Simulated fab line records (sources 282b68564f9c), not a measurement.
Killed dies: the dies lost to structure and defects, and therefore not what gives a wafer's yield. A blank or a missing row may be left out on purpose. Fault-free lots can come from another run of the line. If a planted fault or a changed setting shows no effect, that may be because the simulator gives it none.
Which tool did it? + flow rit cmos + 14 lots with 42 wafers sampled at 4 steps, on a route of 202 steps

== WHAT THE GAUGES READ, wafer by wafer ==
RIT_SILICIDE_RS_MEAS_02: uses a four-point probe to measure.
| lot  | measured    | on            | SILICIDE_TI_RS (ohm/sq) |
|------|-------------|---------------|-------------------------|
| L387 | day 3 04:32 | film metro-01 | 48.4 48.6 48.0          |
| L388 | day 3 07:21 | film metro-03 | 48.7 47.7 48.7          |
| L390 | day 3 19:02 | film metro-04 | 48.4 47.8 48.4          |
| L391 | day 3 22:19 | film metro-04 | 47.7 49.2 47.7          |
| L392 | day 4 05:33 | film metro-01 | 46.7 48.5 47.8          |
| L393 | day 4 10:30 | film metro-04 | 49.2 48.0 48.6          |
| L394 | day 4 15:53 | film metro-03 | 48.2 48.1 48.5          |
| L395 | day 4 19:26 | film metro-04 | 48.0 48.8 48.0          |
| L397 | day 5 07:52 | film metro-04 | 47.3 48.0 47.8          |
| L398 | day 5 10:23 | film metro-04 | 48.0 48.2 48.1          |
| L399 | day 5 15:31 | film metro-04 | 47.5 47.0 48.4          |
| L400 | day 5 20:13 | film metro-04 | 48.3 47.4 48.0          |
| L406 | day 7 05:08 | film metro-04 | 46.5 47.4 47.7          |
| L407 | day 7 07:26 | film metro-03 | 47.6 48.1 46.9          |

RIT_CONTACT_THK_MEAS_01.
| lot  | measured    | on            | CONTACT_TEOS_THK (nm) |
|------|-------------|---------------|-----------------------|
| L387 | day 3 04:55 | film metro-03 | 408 405 411           |
| L388 | day 3 07:45 | film metro-04 | 406 402 412           |
| L390 | day 3 19:25 | film metro-02 | 410 412 411           |
| L391 | day 3 22:42 | film metro-03 | 406 408 409           |
| L392 | day 4 05:57 | film metro-03 | 399 406 409           |
| L393 | day 4 10:55 | film metro-02 | 398 402 408           |
| L394 | day 4 16:17 | film metro-04 | 400 408 412           |
| L395 | day 4 19:51 | film metro-03 | 409 409 405           |
| L397 | day 5 08:17 | film metro-04 | 396 400 410           |
| L398 | day 5 10:47 | film metro-04 | 400 408 400           |
| L399 | day 5 15:55 | film metro-03 | 397 393 399           |
| L400 | day 5 20:38 | film metro-03 | 404 406 408           |
| L406 | day 7 05:32 | film metro-03 | 407 412 416           |
| L407 | day 7 07:50 | film metro-02 | 402 398 402           |

RIT_M1_BOW_MEAS_16.
| lot  | measured    | on            | M1_BOW (um) |
|------|-------------|---------------|-------------|
| L387 | day 3 11:30 | film metro-02 | 15 20 22    |
| L388 | day 3 14:10 | film metro-02 | 21 18 22    |
| L390 | day 4 01:39 | film metro-03 | 29 17 9     |
| L391 | day 4 05:05 | film metro-01 | 7 14 26     |
| L392 | day 4 12:09 | film metro-03 | 6 23 26     |
| L393 | day 4 17:25 | film metro-02 | 20 32 17    |
| L394 | day 4 22:56 | film metro-02 | 13 11 23    |
| L395 | day 5 02:19 | film metro-03 | 18 14 15    |
| L397 | day 5 14:52 | film metro-03 | 10 18 17    |
| L398 | day 5 17:40 | film metro-02 | 15 18 12    |
| L399 | day 5 22:49 | film metro-02 | 15 24 22    |
| L400 | day 6 03:33 | film metro-03 | 28 15 16    |
| L406 | day 7 11:37 | film metro-02 | 9 20 25     |
| L407 | day 7 14:04 | film metro-01 | 7 25 7      |

== WHICH TOOL RAN EACH LOT (tool, then ch and the chambers of the sampled wafers, then the start) ==
| lot  | RIT_M1_STRIP_14                     |
|------|-------------------------------------|
| L387 | plasma asher-04 ch 0,1, day 3 09:42 |
| L388 | plasma asher-03 ch 0,1, day 3 12:21 |
| L390 | plasma asher-03 ch 0,1, day 3 23:51 |
| L391 | plasma asher-02 ch 0,1, day 4 03:17 |
| L392 | plasma asher-02 ch 0,1, day 4 10:20 |
| L393 | plasma asher-04 ch 1, day 4 15:37   |
| L394 | plasma asher-03 ch 0,1, day 4 21:05 |
| L395 | plasma asher-04 ch 0,1, day 5 00:32 |
| L397 | plasma asher-04 ch 0,1, day 5 12:52 |
| L398 | plasma asher-02 ch 0,1, day 5 15:11 |
| L399 | plasma asher-04 ch 1, day 5 20:17   |
| L400 | plasma asher-03 ch 0,1, day 6 01:05 |
| L406 | plasma asher-03 ch 0,1, day 7 09:51 |
| L407 | plasma asher-02 ch 0,1, day 7 12:16 |
- RIT_M1_STRIP_14: strips in O2, time 180 s.

== WHAT THE TOOLS THEMSELVES READ (means of the sampled wafers that have a number; where no wafer has one, the mark that the record gives instead) ==
RIT_M1_STRIP_14.
| lot  | tool            | chamber pressure mTorr (mTorr) | drypump motor current A (A) |
|------|-----------------|--------------------------------|-----------------------------|
| L387 | plasma asher-04 | 3999                           | 5.4                         |
| L388 | plasma asher-03 | 4003                           | 5.9                         |
| L390 | plasma asher-03 | 3998                           | 6.0                         |
| L391 | plasma asher-02 | 4001                           | 6.1                         |
| L392 | plasma asher-02 | 4002                           | 6.1                         |
| L393 | plasma asher-04 | 3998                           | 5.9                         |
| L394 | plasma asher-03 | 3999                           | 5.9                         |
| L395 | plasma asher-04 | 4001                           | 5.4                         |
| L397 | plasma asher-04 | 3999                           | 5.4                         |
| L398 | plasma asher-02 | 4002                           | 6.1                         |
| L399 | plasma asher-04 | 3998                           | 5.9                         |
| L400 | plasma asher-03 | 3999                           | 6.2                         |
| L406 | plasma asher-03 | -                              | -                           |
| L407 | plasma asher-02 | -                              | -                           |

== THE ANSWER, worked out from the rows above alone ==
Rule: what is usual is taken from the lots themselves. Put in order of their means at a reading, lots are off if they are a third of the lots or fewer, leave a main group of 4 or more, and stand apart from it by a gap of 3 or more times the standard deviation of the main group's means; of several such gaps the widest counts. A main group whose means are all the same, to the digits that the tables above print for the reading, isn't used. Also off: a lot with no number at a reading for which 4 or more lots have one. The other lots that the step has rows for count as sound. First the gauges in route order, then the tools' own readings, where a lot's mean is used as printed above. The first step at which some lot is off is used, and at that step the reading that is off furthest; a lot without a number counts as furthest.
Off at RIT_M1_STRIP_14 (chamber pressure mTorr): L406, L407. Without a number there: L406, L407. Main group: mean 4000 mTorr, sd 1.7.
If a tool, at that step or one of the process steps before it, ran each lot that is off and ran no sound lot following the first of them, it fits. Of those tried, none fits.

== WHAT THE SIMULATOR HAD INSERTED ==
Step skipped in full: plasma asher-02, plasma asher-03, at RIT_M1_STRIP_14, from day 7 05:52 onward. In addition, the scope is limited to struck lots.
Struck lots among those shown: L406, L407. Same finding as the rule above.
